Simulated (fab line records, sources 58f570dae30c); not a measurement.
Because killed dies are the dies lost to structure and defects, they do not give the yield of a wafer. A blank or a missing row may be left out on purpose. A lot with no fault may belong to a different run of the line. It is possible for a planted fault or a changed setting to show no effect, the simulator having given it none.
Which tool did it?    flow berkeley_cmos170    14 lots, 42 wafers sampled, at 2 steps of a route of 331

## WHAT EACH GAUGE READ, for each wafer
UCB170_SPACER_THK_MEAS_01.
lot   measured      on             SPACER_TEOS_THK (nm)
L563  day 7 06:28   film_metro-04  382 378 390
L567  day 8 03:07   film_metro-04  382 375 386
L564  day 8 03:40   film_metro-01  366 370 378
L565  day 8 03:57   film_metro-01  374 372 381
L566  day 8 04:10   film_metro-04  368 371 381
L568  day 8 06:16   film_metro-04  384 389 383
L571  day 9 02:28   film_metro-03  362 375 377
L570  day 9 03:20   film_metro-04  371 369 366
L573  day 9 16:46   film_metro-04  378 378 388
L576  day 9 17:13   film_metro-01  249 381 254
L575  day 9 18:24   film_metro-01  373 370 379
L578  day 10 02:52  film_metro-01  253 376 254
L583  day 11 08:20  film_metro-03  376 381 382
L585  day 11 08:44  film_metro-04  384 389 391

## TOOL THAT RAN EACH LOT (tool first, then ch and the chambers of the sampled wafers, then the start)
lot   UCB170_SPACER_CVD_00
L563  pecvd-02 ch 0,2, day 7 06:26
L567  pecvd-04 ch 0,1,2, day 8 03:04
L564  pecvd-03 ch 0,1,2, day 8 03:37
L565  pecvd-04 ch 0,1, day 8 03:53
L566  pecvd-03 ch 0,1, day 8 04:08
L568  pecvd-02 ch 0,2, day 8 06:13
L571  pecvd-03 ch 0,1,2, day 9 02:25
L570  pecvd-03 ch 0,1,2, day 9 03:17
L573  pecvd-04 ch 1,2, day 9 16:43
L576  pecvd-03 ch 1,2, day 9 17:09
L575  pecvd-04 ch 0,1, day 9 18:22
L578  pecvd-03 ch 1,2, day 10 02:49
L583  pecvd-02 ch 1,2, day 11 08:18
L585  pecvd-02 ch 0,2, day 11 08:42
- UCB170_SPACER_CVD_00: deposits SiO2 from TEOS/O2, target thk 376 nm, time 47 s.

## AS READ BY THE TOOLS THEMSELVES (means over the sampled wafers that have a number; for cases with no such wafer, the mark the record gives instead)
UCB170_SPACER_CVD_00.
lot   tool      heater_power_w (W)
L563  pecvd-02  236
L567  pecvd-04  232
L564  pecvd-03  306
L565  pecvd-04  241
L566  pecvd-03  284
L568  pecvd-02  243
L571  pecvd-03  301
L570  pecvd-03  288
L573  pecvd-04  201
L576  pecvd-03  195
L575  pecvd-04  248
L578  pecvd-03  225
L583  pecvd-02  198
L585  pecvd-02  228

## THE ANSWER, worked out from the rows above alone
Rule: what is usual is taken from the lots themselves. Put in order of their means at a reading, lots are off if they are a third of the lots or fewer, leave a main group of 4 or more, and stand apart from it by a gap of 3 or more times the standard deviation of the main group's means; of several such gaps the widest counts. A main group is skipped when, at the precision printed for the reading in the tables above, its means are all equal. A lot without any number at a reading at which 4 lots or more have one is off too. All remaining lots with rows at the step are treated as sound. First the gauges in route order, then the tools' own readings, where a lot's mean is used as printed above. The first step at which some lot is off is used, and at that step the reading that is off furthest; a lot without a number counts as furthest.
Off: L576, L578, seen at UCB170_SPACER_THK_MEAS_01 (SPACER_TEOS_THK). The main group has a mean of 378 nm with a standard deviation of 5.9.
A tool fits if, at a process step before that reading, it ran every lot that is off, and no sound lot after the first of them. Gauges at UCB170_SPACER_THK_MEAS_01: tried the same way as those tools. One fits: pecvd-03 at UCB170_SPACER_CVD_00. Its last sound lot is L570 (day 9 03:17), its first lot that is off L576 (day 9 17:09): a fault that began between those two fits.

## WHAT WAS PUT IN BY THE SIMULATOR
pecvd-03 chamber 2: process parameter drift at UCB170_SPACER_CVD_00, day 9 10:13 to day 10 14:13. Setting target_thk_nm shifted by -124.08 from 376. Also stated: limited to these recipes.
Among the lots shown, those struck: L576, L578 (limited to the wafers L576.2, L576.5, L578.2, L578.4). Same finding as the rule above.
